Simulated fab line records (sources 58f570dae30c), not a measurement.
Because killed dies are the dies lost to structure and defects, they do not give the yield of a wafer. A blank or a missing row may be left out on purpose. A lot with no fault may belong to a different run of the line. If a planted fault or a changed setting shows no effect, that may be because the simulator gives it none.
Which of the tools did it? || flow berkeley cmos170 || 15 lots (45 wafers sampled), 1 step of a 331-step route

## WHAT THE GAUGES SHOWED, per wafer
UCB170_PFIELD_OVL_MEAS_06.
{"lot": "L669", "measured": "day 4 09:10", "on": "overlay-02", "PFIELD_OVL (nm)": "8 8 1"}
{"lot": "L671", "measured": "day 4 18:32", "on": "overlay-01", "PFIELD_OVL (nm)": "1 -2 3"}
{"lot": "L673", "measured": "day 5 00:12", "on": "overlay-02", "PFIELD_OVL (nm)": "-8 -8 -5"}
{"lot": "L678", "measured": "day 6 09:40", "on": "overlay-01", "PFIELD_OVL (nm)": "2 10 11"}
{"lot": "L679", "measured": "day 6 22:47", "on": "overlay-02", "PFIELD_OVL (nm)": "3 1 3"}
{"lot": "L680", "measured": "day 6 22:50", "on": "overlay-01", "PFIELD_OVL (nm)": "0 7 3"}
{"lot": "L681", "measured": "day 6 23:22", "on": "overlay-02", "PFIELD_OVL (nm)": "-1 2 7"}
{"lot": "L682", "measured": "day 7 06:15", "on": "overlay-02", "PFIELD_OVL (nm)": "2 5 4"}
{"lot": "L683", "measured": "day 7 06:44", "on": "overlay-01", "PFIELD_OVL (nm)": "3 9 -1"}
{"lot": "L685", "measured": "day 7 21:07", "on": "overlay-01", "PFIELD_OVL (nm)": "1 1 2"}
{"lot": "L686", "measured": "day 8 04:28", "on": "overlay-02", "PFIELD_OVL (nm)": "3 8 6"}
{"lot": "L687", "measured": "day 8 09:46", "on": "overlay-02", "PFIELD_OVL (nm)": "5 1 1"}
{"lot": "L690", "measured": "day 9 07:22", "on": "overlay-02", "PFIELD_OVL (nm)": "10 6 10"}
{"lot": "L689", "measured": "day 9 07:26", "on": "overlay-02", "PFIELD_OVL (nm)": "-6 -1 2"}
{"lot": "L691", "measured": "day 9 07:50", "on": "overlay-01", "PFIELD_OVL (nm)": "0 1 2"}

## TOOL THAT RAN EACH LOT (tool first, then ch and the chambers of the sampled wafers, then the start)
Before these readings, the record contains no process step.

## AS READ BY THE TOOLS THEMSELVES (means over the sampled wafers that have a number; for cases with no such wafer, the mark the record gives instead)
The record holds no such reading with a usual standard deviation.

## THE ANSWER, worked out from the rows above alone
Rule: the usual values come from the lots themselves. The widest of any qualifying gaps counts: lots, ordered by their means at a reading, are off when they make up no more than a third of the lots, leave a main group of 4 or more, and stand apart from it by 3 or more times the standard deviation of that group's means. The tables above print the reading to a certain number of digits; a main group whose means all agree to those digits is not used. A lot without any number at a reading at which 4 lots or more have one is off too. Any other lot the step has rows for is counted as sound. After the gauges, taken in route order, come the tools' own readings; for these a lot's mean is taken, as printed above. At the first step where some lot is off, the reading lying furthest off is the one used; lots without a number count as furthest.
Nothing can be told from this: no lot is off at any reading shown.

## WHAT THE SIMULATOR HAD INSERTED
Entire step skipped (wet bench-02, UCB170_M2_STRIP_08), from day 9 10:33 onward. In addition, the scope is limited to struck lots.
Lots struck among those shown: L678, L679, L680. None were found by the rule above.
